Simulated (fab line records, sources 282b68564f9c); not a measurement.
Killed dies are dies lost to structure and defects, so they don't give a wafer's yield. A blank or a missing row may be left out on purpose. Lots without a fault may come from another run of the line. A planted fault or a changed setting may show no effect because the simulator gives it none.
A struck lot beside a sound one | flow rit_cmos | 44 steps out of a route of 202
Sound: wafers L296.3, L296.4, L296.5. Struck: wafers L307.2, L307.5, L307.6. The cause comes at the end.
At each step with rows: each side's tool, then ch and its chambers, then its first start. Under that, the readings that differ: sound wafers | struck wafers | difference of the means | sigmas: that difference in standard deviations of wafers without a fault.
alike: readings whose means differ by less than 2 such deviations, and words and numbers that are the same on both sides. not compared: withheld readings, readings that some wafer has no value for, bounds like >300 that may hide the same value, and numbers for which the record gives no deviation and whose values overlap.
The two part at a step that has a row with sigmas, a row that says differs or no value, or rows on one side only. Numbers that don't overlap but have no deviation are shown without sigmas and don't part them. A reading that every wafer of one side lacks parts them only if that side has two wafers or more.

first, 1 step without rows for these wafers: RIT_ACTIVE_DEVELOP_10 (develop time 50 s).
RIT_ACTIVE_CD_MEAS_11: target cd 1400 nm.
  sound on cd_sem-02, day 2 00:29; struck on cd_sem-01, day 4 07:35
  alike: cd_nm
then, 1 step without rows for these wafers: RIT_ACTIVE_HARDBAKE_12 (time 60 s).
RIT_ACTIVE_ETCH_13: etches Si3N4 in SF6, stops on SiO2, time 210 s, target depth 210 nm.
  sound on rie_diel-03 ch 1,2,3, day 2 00:43; struck on rie_diel-03 ch 0,3, day 4 07:50
  alike: drypump_motor_current_A, oes_product_au, throttle_valve_pct
  not compared: rf_hours_counter_h
RIT_ACTIVE_STRIP_14: strips in O2, time 180 s.
  sound on plasma_asher-03 ch 0,1, day 2 00:54; struck on plasma_asher-01 ch 0,1, day 4 07:58
  alike: drypump_motor_current_A
  not compared: rf_hours_counter_h
RIT_ACTIVE_CD_MEAS_90: target cd 1400 nm.
  sound on cd_sem-02, day 2 01:04; struck on cd_sem-01, day 4 08:10
  alike: cd_nm
then, 4 steps without rows for these wafers: RIT_ACTIVE_CLEAN_15 (cleans in SC1, time 600 s); RIT_ACTIVE_CLEAN_16 (cleans in dHF, time 29.33 s); RIT_ACTIVE_CLEAN_17 (cleans in SC2, time 600 s); RIT_FOX1_OXIDATION_00 (target thk 350.7 nm, ox time 1130 s).
RIT_FOX1_THK_MEAS_01:
  sound on film_metro-03, day 2 03:40; struck on film_metro-01, day 4 10:05
  alike: FOX1_OXIDE_THK
then, 1 step without rows for these wafers: RIT_FOX1_WET_ETCH_02 (etches SiO2 in BOE, target depth 350 nm, time 390 s).
RIT_FOX2_OXIDATION_00: target thk 350.7 nm, ox time 1130 s.
  sound on furnace-02 ch 0, day 2 03:49; struck on furnace-02 ch 0, day 4 11:09
  reading                                     | sound                | struck               | difference | sigmas
  spike_tc_centre_C (C)                       | 1101.7 1101.1 1101.1 | 1111.2 1111.3 1112.3 | +10.3      | +9
  spike_tc_load_C (C)                         | 1124.3 1125.4 1124.1 | 1132.9 1134.9 1134.9 | +9.6       | +6
  spike_tc_source_C (C)                       | 1124.6 1126.6 1126.0 | 1134.6 1134.5 1137.7 | +9.9       | +8
  tube_center_temp_C (C)                      | 1099.9 1100.1 1100   | 1109.2 1109.3 1109.4 | +9.3       | +93
  tube_center_temp_C_max                      | 1102.6 1102.0 1101.9 | 1112.8 1112.5 1112.7 | +10.5      | +23
  model.SiO2_of_FOX2_OXIDATION_00.thk_nm (nm) | 348.3 345.6 346.6    | 360.6 359.6 360.9    | +13.5      |
RIT_FOX2_THK_MEAS_01:
  sound on film_metro-02, day 2 05:10; struck on film_metro-02, day 4 12:29
  reading             | sound       | struck      | difference | sigmas
  FOX2_OXIDE_THK (nm) | 348 346 347 | 361 360 361 | +14        | +2
then, 2 steps without rows for these wafers: RIT_FOX2_CLEAN_02 (cleans in dHF, time 180 s); RIT_FOX2_WET_ETCH_03 (etches Si3N4 in H3PO4, target depth 195 nm, time 2700 s).
RIT_FOX2_THK_MEAS_90:
  sound on film_metro-04, day 2 06:02; struck on film_metro-04, day 4 13:21
  reading                     | sound       | struck      | difference | sigmas
  FIELD_OXIDE_LEFT_1_THK (nm) | 321 318 319 | 333 332 334 | +14        | +2
then, 6 steps without rows for these wafers: RIT_NWELL_HMDS_00 (prime time 60 s); RIT_NWELL_COAT_01 (resist thk 1300 nm); RIT_NWELL_SOFTBAKE_02 (time 60 s); RIT_NWELL_EXPOSE_03 (exposes mask M2, target cd 43900 nm); RIT_NWELL_PEB_04; RIT_NWELL_DEVELOP_05 (develop time 68 s).
RIT_NWELL_OVL_MEAS_06:
  sound on overlay-02, day 2 08:36; struck on overlay-02, day 4 14:17
  alike: NWELL_OVL
then, 2 steps without rows for these wafers: RIT_NWELL_HARDBAKE_07 (time 120 s); RIT_NWELL_IMPLANT_08.
RIT_NWELL_STRIP_09: strips in O2, time 180 s.
  sound on plasma_asher-04 ch 0,1, day 2 09:13; struck on plasma_asher-01 ch 0,1, day 4 14:43
  alike: drypump_motor_current_A
  not compared: rf_hours_counter_h
RIT_NWELL_TW_MEAS_10:
  sound on film_metro-02, day 2 09:21; struck on film_metro-01, day 4 14:55
  alike: NWELL_TW
then, 6 steps without rows for these wafers: RIT_PWELL_HMDS_00 (prime time 60 s); RIT_PWELL_COAT_01 (resist thk 1300 nm); RIT_PWELL_SOFTBAKE_02 (time 60 s); RIT_PWELL_EXPOSE_03 (exposes mask M3, target cd 43700 nm); RIT_PWELL_PEB_04; RIT_PWELL_DEVELOP_05 (develop time 68 s).
RIT_PWELL_OVL_MEAS_06:
  sound on overlay-02, day 2 10:20; struck on overlay-01, day 4 15:58
  alike: PWELL_OVL
then, 2 steps without rows for these wafers: RIT_PWELL_HARDBAKE_07 (time 120 s); RIT_PWELL_IMPLANT_08.
RIT_PWELL_STRIP_09: strips in O2, time 180 s.
  sound on plasma_asher-03 ch 0,1, day 2 10:49; struck on plasma_asher-02 ch 0,1, day 4 16:24
  alike: drypump_motor_current_A
  not compared: rf_hours_counter_h
RIT_PWELL_TW_MEAS_10:
  sound on film_metro-04, day 2 10:56; struck on film_metro-01, day 4 16:35
  reading  | sound       | struck      | difference | sigmas
  PWELL_TW | 941 939 937 | 961 957 967 | +23        | +2
then, 1 step without rows for these wafers: RIT_WELLDRIVE_ANNEAL_00 (time 14700 s).
RIT_WELLDRIVE_RS_MEAS_01: measures by four-point-probe.
  sound on film_metro-02, day 2 16:07; struck on film_metro-04, day 4 21:50
  alike: NWELL_RS
RIT_WELLDRIVE_RS_MEAS_02: measures by four-point-probe.
  sound on film_metro-02, day 2 16:14; struck on film_metro-04, day 4 21:57
  alike: PWELL_RS
RIT_SILICIDE_WET_ETCH_00: etches SiO2 in BOE, target depth 14 nm, time 15 s.
  sound on wet_bench-03 ch 3, day 3 14:49; struck on wet_bench-03 ch 0, day 5 20:14
  reading                                     | sound             | struck            | difference | sigmas
  model.SiO2_of_FOX2_OXIDATION_00.thk_nm (nm) | 148.7 145.9 147.6 | 159.8 158.6 160.6 | +12.3      |
  alike: bath_heat_duty_pct
RIT_M1_PROBE_99:
  sound on prober-01, day 3 22:35; struck on prober-02, day 6 03:13
  reading                      | sound             | struck            | difference | sigmas
  model.etest.field_n.vt_v (V) | 34.66 34.27 34.45 | 35.89 35.73 35.95 | +1.40      |
  alike: killed_at_contacts, killed_at_front_end, killed_dies, killed_open, killed_short

WHERE THEY PART
First at RIT_FOX2_OXIDATION_00; last, within this record, at RIT_PWELL_TW_MEAS_10. Later steps at which nothing parts them and some readings are alike: RIT_WELLDRIVE_RS_MEAS_01, RIT_WELLDRIVE_RS_MEAS_02, RIT_SILICIDE_WET_ETCH_00, RIT_M1_PROBE_99.

WHY: what the simulator had put in
Process parameter drift: furnace-02, from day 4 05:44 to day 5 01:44, at RIT_FOX2_OXIDATION_00. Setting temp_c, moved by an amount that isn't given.
